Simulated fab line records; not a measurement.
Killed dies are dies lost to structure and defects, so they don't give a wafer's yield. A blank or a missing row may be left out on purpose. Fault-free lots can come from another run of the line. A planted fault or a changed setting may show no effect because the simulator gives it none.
Struck lot and sound lot, side by side ; flow rit cmos ; 44 steps out of a route of 202
Sound: the wafers L468.2, L468.4, L468.6. Wafers L467.1, L467.5, L467.6 were the ones struck. The cause is given at the end.
Order at every step that has rows: each side's tool, ch and its chambers, its first start. Under that, the readings that differ: sound wafers ; struck wafers ; difference of the means ; sigmas: that difference in standard deviations of wafers without a fault.
alike: readings whose means differ by less than 2 such deviations, and words and numbers that are the same on both sides. not compared: withheld readings, readings that some wafer has no value for, bounds like >300 that may hide the same value, and numbers for which the record gives no deviation and whose values overlap.
Wherever a step has rows on one side only, a row that says differs or no value, or a row with sigmas, the two part there. Numbers that have no deviation but don't overlap get no sigmas and don't part them. A reading that every wafer of one side lacks parts them only if that side has two wafers or more.

first, 1 step without rows for these wafers: RIT_PRETRO_IMPLANT_08.
RIT_PRETRO_STRIP_09: strips in O2, time 180 s.
  sound on plasma asher-04 ch 0,1, day 4 18:32; struck on plasma asher-01 ch 0,1, day 4 14:20
  alike: drypump motor current A, rf refl power W
  not compared: rf hours counter h
RIT_PRETRO_TW_MEAS_10:
  sound: film metro-02 at day 4 18:43; struck: film metro-02 at day 4 14:31
  alike: PRETRO_TW
then, 5 steps without rows for these wafers: RIT_GATE_WET_ETCH_00 (etches SiO2 in BOE, target depth 56 nm, time 60 s); RIT_GATE_CLEAN_01 (cleans in SC1, time 600 s); RIT_GATE_CLEAN_02 (cleans in dHF, time 30 s); RIT_GATE_CLEAN_03 (cleans in SC2, time 600 s); RIT_GATE_CLEAN_04 (cleans in dHF, time 60 s).
RIT_FOX2_THK_MEAS_91:
  sound: film metro-03 at day 4 19:14; struck: film metro-02 at day 4 15:00
  alike: FIELD_OXIDE_LEFT_2_THK
then, 2 steps without rows for these wafers: RIT_GATE_OXIDATION_05 (target thk 3 nm, ox time 270 s); RIT_GATE_ANNEAL_06 (time 600 s).
RIT_GATE_THK_MEAS_07:
  sound: film metro-03 at day 4 20:37; struck: film metro-02 at day 4 17:09
  alike: GATE_OXIDE_THK
RIT_GATE_CVD_08: deposits poly-Si from SiH4, target thk 250 nm, time 2220 s.
  sound on lpcvd-01 ch 0, day 4 20:40; struck on lpcvd-02 ch 0, day 4 17:13
reading;sound;struck;difference;sigmas
spike tc centre C (C);610.8 609.4 611.4;602.4 602.5 602.7;-8.0;-5
spike tc load C (C);634.3 633.8 634.3;621.5 622.7 623.8;-11.5;-7
spike tc source C (C);630.5 630.3 630.6;622.2 619.1 621.7;-9.5;-4
model.poly-Si_of_GATE_CVD_08.thk nm (nm);250.2 249 251.5;194.4 196 195;-55.1;
  alike: zone power centre pct
RIT_GATE_THK_MEAS_09:
  sound: film metro-02 at day 4 22:17; struck: film metro-03 at day 4 18:50
reading;sound;struck;difference;sigmas
GATE_POLY_THK (nm);250.3 248.8 251.4;194.6 196.0 195.2;-54.9;-24
then, 6 steps without rows for these wafers: RIT_GATE_HMDS_10 (prime time 60 s); RIT_GATE_COAT_11 (resist thk 850 nm); RIT_GATE_SOFTBAKE_12 (time 60 s); RIT_GATE_EXPOSE_13 (exposes mask M6, target cd 150 nm); RIT_GATE_PEB_14; RIT_GATE_DEVELOP_15 (develop time 50 s).
RIT_GATE_CD_MEAS_16: target cd 150 nm.
  sound: cd sem-01 at day 4 23:13; struck: cd sem-02 at day 4 19:44
  alike: cd nm
RIT_GATE_OVL_MEAS_17:
  sound: overlay-02 at day 4 23:19; struck: overlay-02 at day 4 19:52
  alike: GATE_OVL
then, 1 step without rows for these wafers: RIT_GATE_HARDBAKE_18 (time 60 s).
RIT_GATE_ETCH_19: etches poly-Si in SF6/CHF3/O2, stops on SiO2, time 165 s, target depth 312.5 nm.
  sound on rie si-02 ch 1,2, day 4 23:29; struck on rie si-02 ch 1,2,3, day 4 20:03
reading;sound;struck;difference;sigmas
oes product au (a.u.);0.828 0.839 0.828;0.732 0.718 0.703;-0.114;-8
model.GATE.feature depth nm (nm);250.2 249 251.5;194.4 196 195;-55.1;
model.etch.depth nm (nm);250.2 249 251.5;194.4 196 195;-55.1;
  alike: drypump motor current A, throttle valve pct
  not compared: rf hours counter h
RIT_GATE_STRIP_20: strips in O2, time 180 s.
  sound on plasma asher-03 ch 0,1, day 4 23:36; struck on plasma asher-03 ch 0,1, day 4 20:09
  alike: drypump motor current A, rf refl power W
  not compared: rf hours counter h
RIT_GATE_CD_MEAS_90: target cd 150 nm.
  sound: cd sem-02 at day 4 23:48; struck: cd sem-01 at day 4 20:20
  alike: cd nm
then, 4 steps without rows for these wafers: RIT_REOX_CLEAN_00 (cleans in SC1, time 600 s); RIT_REOX_CLEAN_01 (cleans in dHF, time 30 s); RIT_REOX_CLEAN_02 (cleans in SC2, time 600 s); RIT_REOX_OXIDATION_03 (target thk 25.2 nm, ox time 5580 s).
RIT_REOX_THK_MEAS_04:
  sound: film metro-03 at day 5 04:47; struck: film metro-02 at day 4 23:23
  alike: REOX_OXIDE_THK
then, 6 steps without rows for these wafers: RIT_NLDD_HMDS_00 (prime time 60 s); RIT_NLDD_COAT_01 (resist thk 1000 nm); RIT_NLDD_SOFTBAKE_02 (time 60 s); RIT_NLDD_EXPOSE_03 (exposes mask M7, target cd 40700 nm); RIT_NLDD_PEB_04; RIT_NLDD_DEVELOP_05 (develop time 50 s).
RIT_NLDD_OVL_MEAS_06:
  sound: overlay-02 at day 5 05:41; struck: overlay-02 at day 5 00:17
  alike: NLDD_OVL
then, 2 steps without rows for these wafers: RIT_NLDD_HARDBAKE_07 (time 60 s); RIT_NLDD_IMPLANT_08.
RIT_NLDD_STRIP_09: strips in O2, time 180 s.
  sound on plasma asher-04 ch 0,1, day 5 06:01; struck on plasma asher-04 ch 0,1, day 5 00:38
  alike: drypump motor current A, rf refl power W
  not compared: rf hours counter h
RIT_NLDD_TW_MEAS_10:
  sound: film metro-03 at day 5 06:13; struck: film metro-04 at day 5 00:48
reading;sound;struck;difference;sigmas
NLDD_TW;2486 2504 2502;2442 2458 2452;-47;-2
RIT_SDANNEAL_CLEAN_02: cleans in SC2, time 600 s.
  sound on wet bench-04 ch 3, day 5 13:49; struck on wet bench-03 ch 3, day 5 08:05
reading;sound;struck;difference;sigmas
model.poly-Si_of_GATE_CVD_08.thk nm (nm);161.6 163.3 163;105.5 107.4 106.3;-56.2;
  alike: bath guard temp C
RIT_M1_PROBE_99:
  sound: prober-01 at day 5 21:32; struck: prober-01 at day 5 16:01
reading;sound;struck;difference;sigmas
model.etest.pmos turned.r on ohm um;3385 3358 3491;2950 2959 2924;-467;
model.etest.nmos_0p3.r on ohm um;2144 2126 2180;2049 2061 2066;-91;
model.etest.nmos turned.drive ua um;322.5 330.2 313.5;424.6 423.6 424.3;+102.1;
model.etest.pmos turned.drive ua um;196 194.6 187.2;233.2 232.2 240.9;+42.8;
model.etest.nmos_0p15.drive ua um;474.5 471.4 459.4;501.2 502.3 513.5;+37.2;
model.etest.nmos narrow.drive ua um;237.2 233.1 231.9;243.8 244 245.5;+10.4;
model.etest.nmos_0p3.drive ua um;231.9 229.4 225.7;238.6 238.5 242.4;+10.8;
model.etest.ppoly line.rs ohm sq;16.31 16.32 16.42;16.91 17.09 17.09;+0.68;
  alike: killed at contacts, killed at front end, killed dies, killed open, killed short

## WHERE THEY PART
Last at RIT_NLDD_TW_MEAS_10 as far as this record goes, first at RIT_GATE_CVD_08. Later steps at which nothing parts them and some readings are alike: RIT_SDANNEAL_CLEAN_02, RIT_M1_PROBE_99.

WHY: what the simulator had put in
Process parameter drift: lpcvd-02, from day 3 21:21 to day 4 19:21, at RIT_GATE_CVD_08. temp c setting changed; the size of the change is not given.
